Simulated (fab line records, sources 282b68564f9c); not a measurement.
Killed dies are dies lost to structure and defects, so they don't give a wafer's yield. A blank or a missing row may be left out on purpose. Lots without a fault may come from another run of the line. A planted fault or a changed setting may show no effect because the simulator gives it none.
fab line records | flow rit_cmos
record lots=14 wafers=42 last_day=8
route steps=202 shown FOX2@27 NWELL@36 M1@185
lots that met no fault: from a run of the same line without faults
start_h: hours from the record's first day to the start of the lot's first wafer shown | wait_h: hours since the lot's step before | " the same as in the row above | L1.1+2: a row that stands for several wafers | - no value, or no start given | * or withheld: withheld | < > ~ a bound
route shown NAME@n: a module of which the file shows steps, and the number in the route of the first | usual: mean/standard deviation of fault-free wafers | same: alike in all rows | chamber/n: place in a boat | sites: the reading at each site | _std_site: their standard deviation | _edge_site: outer sites' mean less inner sites' | radius_mm: how far each site lies from the wafer's centre | mask NAME#n: copy n | behind: the tool/chamber that last shaped the wafer | hold: why the lot was held/for how many hours/how that ended | device: the transistor (n, p or np) that didn't switch | end of line: the same wafers' tests at the end of the route | a step without rows: its recipe alone | killed: dies lost to structure and defects at the first sort, not the wafer's yield | map: a wafer's dies, x killed, . not, _ none there
set.NAME: the setting as run; set.NAME@STEP: as run at that earlier step | model.NAME: the simulator's own value behind a step, which no gauge read
steps of the route over a sample of lots; a table a step, a row a wafer
services: from which hour (start_h, from the record's first day; less than 0 if before it) a tool's chamber was out of use, for how many hours, and why
## steps
# step RIT_FOX2_THK_MEAS_90
# recipe reads=SiO2_of_FOX2_OXIDATION_00
# usual FIELD_OXIDE_LEFT_1_THK=320/5.5
# columns lot.wafer tool chamber start_h wait_h FIELD_OXIDE_LEFT_1_THK[nm]
L759.2 film_metro-03 - 40.88 0.0 314
L759.3 " - " " 315
L759.5 " - " " 317
L760.3 film_metro-02 - 46.45 0.0 317
L760.4 " - " " 314
L760.6 " - " " 311
L761.2 film_metro-04 - 49.40 0.0 325
L761.4 " - " " 326
L761.5 " - " " 324
L763.1 film_metro-03 - 61.13 0.0 317
L763.4 " - " " 316
L763.5 " - " " 315
L764.1 film_metro-04 - 65.68 0.0 319
L764.4 " - " " 319
L764.6 " - " " 321
L767.1 film_metro-03 - 79.31 0.0 319
L767.2 " - " " 312
L767.5 " - " " 317
L768.3 film_metro-02 - 84.61 0.0 313
L768.4 " - " " 317
L768.6 " - " " 317
L769.2 film_metro-03 - 90.33 0.0 327
L769.5 " - " " 326
L769.6 " - " " 325
L770.2 film_metro-02 - 95.72 0.0 321
L770.3 " - " " 330
L770.5 " - " " 329
L771.2 film_metro-02 - 99.82 0.0 322
L771.4 " - " " 319
L771.5 " - " " 323
L773.3 film_metro-02 - 110.40 0.0 321
L773.4 " - " " 319
L773.5 " - " " 321
L775.1 film_metro-02 - 119.76 0.0 324
L775.3 " - " " 315
L775.6 " - " " 324
L776.1 film_metro-04 - 124.25 0.0 323
L776.2 " - " " 332
L776.5 " - " " 333
L777.1 film_metro-02 - 131.06 0.0 330
L777.2 " - " " 328
L777.6 " - " " 328
# step RIT_NWELL_IMPLANT_08
# recipe species=P energy_kev=168.6 dose_cm2=5e+13 tilt_deg=7
# usual dose_ions_cm2=5e+13/5.8e+10 faraday_current_uA=158/3.1
# same implant_ion_amu=31
# columns lot.wafer tool chamber start_h wait_h dose_ions_cm2 faraday_current_uA
L759.2 implanter-04 0 42.26 0.2 5.006e+13 153
L759.3 " 0 " " 5.009e+13 154
L759.5 " 0 " " 5.005e+13 154
L760.3 implanter-04 0 47.83 0.2 4.996e+13 160
L760.4 " 0 " " 4.992e+13 157
L760.6 " 0 " " 5.001e+13 154
L761.2 implanter-04 0 50.79 0.2 4.298e+13 136
L761.4 " 0 " " 4.296e+13 138
L761.5 " 0 " " 4.289e+13 137
L763.1 implanter-02 0 62.35 0.2 4.985e+13 152
L763.4 " 0 " " 5.001e+13 161
L763.5 " 0 " " 4.99e+13 156
L764.1 implanter-04 0 67.45 0.2 4.291e+13 138
L764.4 " 0 " " 4.29e+13 136
L764.6 " 0 " " 4.297e+13 139
L767.1 implanter-02 0 80.54 0.2 4.996e+13 158
L767.2 " 0 " " 4.996e+13 158
L767.5 " 0 " " 5.015e+13 157
L768.3 implanter-02 0 85.86 0.2 4.991e+13 161
L768.4 " 0 " " 4.996e+13 155
L768.6 " 0 " " 4.989e+13 160
L769.2 implanter-02 0 91.58 0.2 5.004e+13 158
L769.5 " 0 " " 4.994e+13 159
L769.6 " 0 " " 4.994e+13 158
L770.2 implanter-02 0 96.96 0.2 5.009e+13 157
L770.3 " 0 " " 5.003e+13 158
L770.5 " 0 " " 5.003e+13 156
L771.2 implanter-02 0 101.07 0.2 5.002e+13 160
L771.4 " 0 " " 4.996e+13 155
L771.5 " 0 " " 5e+13 161
L773.3 implanter-02 0 111.66 0.2 5.011e+13 159
L773.4 " 0 " " 5.002e+13 155
L773.5 " 0 " " 5.008e+13 158
L775.1 implanter-04 0 120.99 0.2 5.007e+13 160
L775.3 " 0 " " 5e+13 156
L775.6 " 0 " " 5.001e+13 158
L776.1 implanter-04 0 125.60 0.2 5.007e+13 161
L776.2 " 0 " " 4.998e+13 165
L776.5 " 0 " " 4.999e+13 155
L777.1 implanter-04 0 132.29 0.2 5.001e+13 162
L777.2 " 0 " " 5.006e+13 163
L777.6 " 0 " " 4.996e+13 158
# step RIT_NWELL_TW_MEAS_10
# usual NWELL_TW=2145/10
# columns lot.wafer tool chamber start_h wait_h NWELL_TW
L759.2 film_metro-02 - 42.57 0.1 2145
L759.3 " - " " 2127
L759.5 " - " " 2147
L760.3 film_metro-01 - 48.13 0.1 2155
L760.4 " - " " 2178
L760.6 " - " " 2160
L761.2 film_metro-03 - 51.10 0.1 2045
L761.4 " - " " 2032
L761.5 " - " " 2033
L763.1 film_metro-03 - 62.68 0.1 2124
L763.4 " - " " 2129
L763.5 " - " " 2133
L764.1 film_metro-02 - 67.77 0.1 2042
L764.4 " - " " 2046
L764.6 " - " " 2042
L767.1 film_metro-02 - 80.86 0.1 2136
L767.2 " - " " 2146
L767.5 " - " " 2139
L768.3 film_metro-02 - 86.16 0.1 2139
L768.4 " - " " 2136
L768.6 " - " " 2148
L769.2 film_metro-02 - 91.89 0.1 2139
L769.5 " - " " 2140
L769.6 " - " " 2151
L770.2 film_metro-02 - 97.27 0.1 2148
L770.3 " - " " 2154
L770.5 " - " " 2141
L771.2 film_metro-01 - 101.38 0.1 2144
L771.4 " - " " 2142
L771.5 " - " " 2160
L773.3 film_metro-01 - 111.96 0.1 2131
L773.4 " - " " 2149
L773.5 " - " " 2150
L775.1 film_metro-02 - 121.32 0.1 2142
L775.3 " - " " 2145
L775.6 " - " " 2141
L776.1 film_metro-01 - 125.93 0.1 2154
L776.2 " - " " 2158
L776.5 " - " " 2159
L777.1 film_metro-03 - 132.61 0.1 2141
L777.2 " - " " 2142
L777.6 " - " " 2156
# step RIT_WELLDRIVE_RS_MEAS_01
# recipe thk_meas_gauge=four-point-probe
# usual NWELL_RS=275.8/0.76
# columns lot.wafer tool chamber start_h wait_h NWELL_RS[ohm/sq]
L759.2 film_metro-03 - 49.28 0.0 275.7
L759.3 " - " " 276.2
L759.5 " - " " 275.8
L760.3 film_metro-02 - 54.84 0.0 276.4
L760.4 " - " " 275.2
L760.6 " - " " 276.1
L761.2 film_metro-02 - 57.95 0.0 301.1
L761.4 " - " " 301.6
L761.5 " - " " 300.6
L763.1 film_metro-02 - 69.37 0.0 277.0
L763.4 " - " " 276.8
L763.5 " - " " 277.8
L764.1 film_metro-02 - 74.59 0.0 302.9
L764.4 " - " " 301.6
L764.6 " - " " 302.8
L767.1 film_metro-02 - 88.53 0.0 276.4
L767.2 " - " " 277.0
L767.5 " - " " 276.4
L768.3 film_metro-01 - 93.00 0.0 276.6
L768.4 " - " " 275.7
L768.6 " - " " 276.3
L769.2 film_metro-02 - 98.65 0.0 275.3
L769.5 " - " " 275.0
L769.6 " - " " 275.7
L770.2 film_metro-02 - 104.10 0.0 276.9
L770.3 " - " " 275.0
L770.5 " - " " 275.6
L771.2 film_metro-02 - 108.47 0.0 275.1
L771.4 " - " " 276.5
L771.5 " - " " 276.0
L773.3 film_metro-01 - 119.04 0.0 277.0
L773.4 " - " " 275.9
L773.5 " - " " 276.4
L775.1 film_metro-01 - 128.14 0.0 277.5
L775.3 " - " " 276.3
L775.6 " - " " 276.3
L776.1 film_metro-02 - 132.93 0.0 275.4
L776.2 " - " " 275.6
L776.5 " - " " 275.4
L777.1 film_metro-02 - 139.43 0.0 274.6
L777.2 " - " " 275.0
L777.6 " - " " 275.1
# step RIT_M1_RS_MEAS_01
# recipe thk_meas_gauge=four-point-probe reads=Al_of_M1_SPUTTER_00
# usual M1_AL_RS=0.0748/0.0011
# columns lot.wafer tool chamber start_h wait_h M1_AL_RS[ohm/sq]
L759.2 film_metro-01 - 78.61 0.2 0.0767
L759.3 " - " " 0.0766
L759.5 " - " " 0.0770
L760.3 film_metro-04 - 79.71 0.2 0.0723
L760.4 " - " " 0.0739
L760.6 " - " " 0.0741
L761.2 film_metro-01 - 83.22 0.2 0.0757
L761.4 " - " " 0.0750
L761.5 " - " " 0.0753
L763.1 film_metro-01 - 93.99 0.3 0.0741
L763.4 " - " " 0.0747
L763.5 " - " " 0.0741
L764.1 film_metro-01 - 100.73 0.1 0.0745
L764.4 " - " " 0.0744
L764.6 " - " " 0.0739
L767.1 film_metro-01 - 115.02 0.1 0.0735
L767.2 " - " " 0.0745
L767.5 " - " " 0.0725
L768.3 film_metro-04 - 119.54 0.2 0.0747
L768.4 " - " " 0.0757
L768.6 " - " " 0.0754
L769.2 film_metro-01 - 124.82 0.2 0.0751
L769.5 " - " " 0.0745
L769.6 " - " " 0.0739
L770.2 film_metro-04 - 128.41 0.2 0.0756
L770.3 " - " " 0.0751
L770.5 " - " " 0.0762
L771.2 film_metro-04 - 134.14 0.2 0.0757
L771.4 " - " " 0.0733
L771.5 " - " " 0.0740
L773.3 film_metro-01 - 143.78 0.2 0.0763
L773.4 " - " " 0.0749
L773.5 " - " " 0.0740
L775.1 film_metro-01 - 153.46 0.1 0.0756
L775.3 " - " " 0.0759
L775.6 " - " " 0.0764
L776.1 film_metro-03 - 170.02 0.1 0.0741
L776.2 " - " " 0.0741
L776.5 " - " " 0.0744
L777.1 film_metro-01 - 175.87 0.1 0.0755
L777.2 " - " " 0.0749
L777.6 " - " " 0.0745
# step RIT_M1_OVL_MEAS_10
# usual M1_OVL=-1.0/1.7
# columns lot.wafer tool chamber start_h wait_h M1_OVL[nm]
L759.2 overlay-01 - 79.81 0.1 -1.4
L759.3 " - " " -3.0
L759.5 " - " " -3.2
L760.3 overlay-01 - 80.86 0.1 -0.4
L760.4 " - " " -2.2
L760.6 " - " " -1.1
L761.2 overlay-02 - 84.44 0.1 -0.5
L761.4 " - " " -4.1
L761.5 " - " " -2.0
L763.1 overlay-01 - 95.29 0.1 -2.0
L763.4 " - " " -3.2
L763.5 " - " " -1.0
L764.1 overlay-01 - 102.03 0.1 -0.4
L764.4 " - " " 1.6
L764.6 " - " " -0.5
L767.1 overlay-01 - 116.20 0.1 1.4
L767.2 " - " " 1.0
L767.5 " - " " 1.2
L768.3 overlay-01 - 120.69 0.1 0.2
L768.4 " - " " -0.8
L768.6 " - " " 1.0
L769.2 overlay-01 - 126.11 0.1 -1.7
L769.5 " - " " -0.1
L769.6 " - " " -0.7
L770.2 overlay-01 - 129.75 0.1 -0.8
L770.3 " - " " 0.8
L770.5 " - " " 0.5
L771.2 overlay-01 - 135.43 0.1 -3.3
L771.4 " - " " -4.5
L771.5 " - " " -5.0
L773.3 overlay-02 - 145.05 0.1 -0.7
L773.4 " - " " -2.3
L773.5 " - " " -0.9
L775.1 overlay-02 - 163.26 0.1 0.9
L775.3 " - " " -0.3
L775.6 " - " " 0.5
L776.1 overlay-02 - 171.28 0.1 -0.5
L776.2 " - " " -1.0
L776.5 " - " " 0.8
L777.1 overlay-01 - 177.05 0.1 0.0
L777.2 " - " " -0.6
L777.6 " - " " -0.2
# step RIT_M1_PROBE_99
# usual killed_at_M0_to_M3=0.0/0.16 killed_at_contacts=0.1/0.25 killed_at_front_end=7/3.2 killed_dies=7/3.2 killed_open=3.5/2.1 killed_short=3.5/2.1
# same gross_dies=264 killed_at_M4_up=0 killed_at_back_side=0 killed_at_other=0
# columns lot.wafer tool chamber start_h wait_h killed_at_M0_to_M3 killed_at_contacts killed_at_front_end killed_dies killed_open killed_short
L764.1 prober-01 - 104.57 0.1 0 0 9 9 3 6
L764.4 prober-01 - 104.72 0.2 0 0 3 3 1 2
L764.6 prober-01 - 104.82 0.2 0 0 2 2 1 1
L769.2 prober-01 - 128.98 0.1 0 0 4 4 1 3
L769.5 prober-01 - 129.13 0.2 0 0 4 4 3 1
L769.6 prober-01 - 129.18 0.2 0 0 8 8 2 6
# killed by level:class
L764.1 GATE:geometric_particle:open=3 GATE:geometric_particle:short=3 FOX2:geometric_particle:short=1 REOX:geometric_particle:short=1 SILICIDE:geometric_particle:short=1
L764.4 GATE:geometric_particle:short=2 FOX1:geometric_particle:open=1
L764.6 FOX2:geometric_particle:open=1 SILICIDE:geometric_particle:short=1
L769.2 FOX2:geometric_particle:short=2 FOX2:geometric_particle:open=1 GATE:geometric_particle:short=1
L769.5 FOX1:geometric_particle:short=1 GATE:geometric_particle:open=1 SPACER:geometric_particle:open=1 SILICIDE:geometric_particle:open=1
L769.6 SPACER:geometric_particle:short=3 GATE:geometric_particle:short=2 GATE:geometric_particle:open=1 REOX:geometric_particle:short=1 SPACER:geometric_particle:open=1
## services
# columns tool chamber start_h hours kind
implanter-04 - 39.23 2.9 repair
implanter-04 - 58.68 6.9 pm
implanter-04 - 93.50 1.8 repair
## key
first_sign step=RIT_NWELL_IMPLANT_08 reading=dose_ions_cm2 direction=down sigmas=99+ usual=5e+13 struck=4.294e+13
effect step=RIT_NWELL_IMPLANT_08 reading=faraday_current_uA direction=down sigmas=6.9 usual=158 struck=137
effect step=RIT_NWELL_TW_MEAS_10 reading=NWELL_TW direction=down sigmas=10 usual=2145 struck=2040
effect step=RIT_WELLDRIVE_RS_MEAS_01 reading=NWELL_RS direction=up sigmas=34 usual=275.8 struck=301.8
met_at RIT_NWELL_IMPLANT_08
struck_lots L761,L764
tester_left_out L761,L764
not_acting_at RIT_FOX2_THK_MEAS_90,RIT_M1_RS_MEAS_01,RIT_M1_OVL_MEAS_10
onset_between 47.83 50.79
fault kind=process_parameter_drift tool=implanter-04 chamber=- onset_h=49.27 steps=RIT_NWELL_IMPLANT_08 channel=dose_cm2 offset=-6.9941e+12 shape=step end_h=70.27 acts_in=these_recipes_only stated=5e+13
# tester_left_out: of these lots the tester's yield and bins aren't shown, on N5 and GAA mostly nor the transistor test; their killed dies are dies lost to structure and defects alone, not to doping, threshold or leakage, so they don't give the yield
